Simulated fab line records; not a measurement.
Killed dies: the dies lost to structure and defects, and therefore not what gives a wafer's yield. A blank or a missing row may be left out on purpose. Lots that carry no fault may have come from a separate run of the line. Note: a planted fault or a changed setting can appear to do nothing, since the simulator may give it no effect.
Split-lot experiment ; flow rit-cmos ; on a route of 202 steps: 5 lots, 23 wafers read

## SPLIT DETAILS
At RIT_NWELL_IMPLANT_08, the setting dose-cm2 was moved away from the recipe's 5e+13 on 8 of the 23 wafers read, by -6.4% to -1.9%. All remaining wafers had this setting at the recipe value.

## FROM THE SPLIT TO THE READING: what the file shows between them, 4 steps
- RIT_NWELL_STRIP_09: strips in O2, time 180 s
- RIT_NWELL_TW_MEAS_10
- RIT_PWELL_STRIP_09: strips in O2, time 180 s (also split here: o2-flow-sccm)
- RIT_WELLDRIVE_ANNEAL_00: time 14700 s

## THE READING
NWELL_RS (ohm/sq), read at RIT_WELLDRIVE_RS_MEAS_01 with a four-point probe. On this fab line, fault-free wafers typically give 275.9 ohm/sq with a standard deviation of 0.76 ohm/sq.

wafer;tool, chamber at the split;dose-cm2 as run;against the recipe;NWELL_RS, ohm/sq;against lot-mates on the recipe
L074.1;implanter-01, 0;5e+13;recipe;275.0;-
L074.2;implanter-01, 0;4.749e+13;-5.0%;283.8;+8.8
L074.3;implanter-01, 0;5e+13;recipe;275.6;-
L074.5;implanter-01, 0;5e+13;recipe;274.4;-
L074.6;implanter-01, 0;4.749e+13;-5.0%;283.7;+8.7
L076.1;implanter-03, 0;5e+13;recipe;275.5;-
L076.2;implanter-03, 0;5e+13;recipe;276.2;-
L076.5;implanter-03, 0;5e+13;recipe;275.8;-
L078.1;implanter-01, 0;5e+13;recipe;275.8;-
L078.3;implanter-01, 0;4.906e+13;-1.9%;278.6;+2.9
L078.4;implanter-01, 0;4.906e+13;-1.9%;278.9;+3.1
L078.5;implanter-01, 0;5e+13;recipe;275.7;-
L078.6;implanter-01, 0;4.906e+13;-1.9%;278.9;+3.1
L080.1;implanter-01, 0;5e+13;recipe;275.8;-
L080.3;implanter-01, 0;4.68e+13;-6.4%;286.5;+11.0
L080.4;implanter-01, 0;4.68e+13;-6.4%;286.7;+11.2
L080.5;implanter-01, 0;4.68e+13;-6.4%;286.0;+10.5
L080.6;implanter-01, 0;5e+13;recipe;275.1;-
L082.1;implanter-03, 0;5e+13;recipe;276.9;-
L082.2;implanter-03, 0;5e+13;recipe;275.7;-
L082.4;implanter-03, 0;5e+13;recipe;276.2;-
L082.5;implanter-03, 0;5e+13;recipe;276.1;-
L082.6;implanter-03, 0;5e+13;recipe;276.9;-

THE FIT
A straight line over all 23 wafers: NWELL_RS changes by -1.64 ohm/sq for each +1% of dose-cm2; r = -0.99; the points scatter about the line by 0.56 ohm/sq.
The same after taking each lot's own level away (the mean of its wafers on the recipe; 23 wafers): -1.72 ohm/sq for each +1%; r = -1.00; scatter 0.36 ohm/sq.
That fit puts the effect of the largest move of dose-cm2 on the reading at 11 ohm/sq.
From 275.00 to 276.36 ohm/sq: that is the span of the lots' own levels, equal to 1.8 times the standard deviation above.
The two slopes agree, so the slope changes little with the lot-to-lot level.
Check: +11 ohm/sq against its lot-mates is what the line predicts for one of the wafers moved furthest among these (-6.4%) when that wafer is left out of the fit. Against them it came out at +11 ohm/sq.

## FURTHER SPLITS ON THESE WAFERS
Note: prior to the reading, these wafers also went through further splits. Each is held against what the fit with the lots' levels taken away leaves over:
other split on the same wafers;wafers away from the commonest value;r with NWELL_RS (lot level and that fit taken away)
RIT_ACTIVE_COAT_06 resist-thk-nm;8;+0.11
RIT_NWELL_COAT_01 resist-thk-nm;10;+0.01
RIT_PWELL_STRIP_09 o2-flow-sccm;2;+0.00

## THE WHOLE CHAIN: every reading that the file lists as answering this split, in the file's order
step;what it does;reading;change (the file's fit);r (the file's)
RIT_NWELL_TW_MEAS_10;;NWELL_TW;+6.72 for each +1% of the setting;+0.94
RIT_WELLDRIVE_RS_MEAS_01;measures by four-point-probe;NWELL_RS;-1.72 for each +1% of the setting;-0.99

## FILE'S OWN FIT
NWELL_RS changes by -1.72 ohm/sq for each +1% of dose-cm2, r = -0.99.
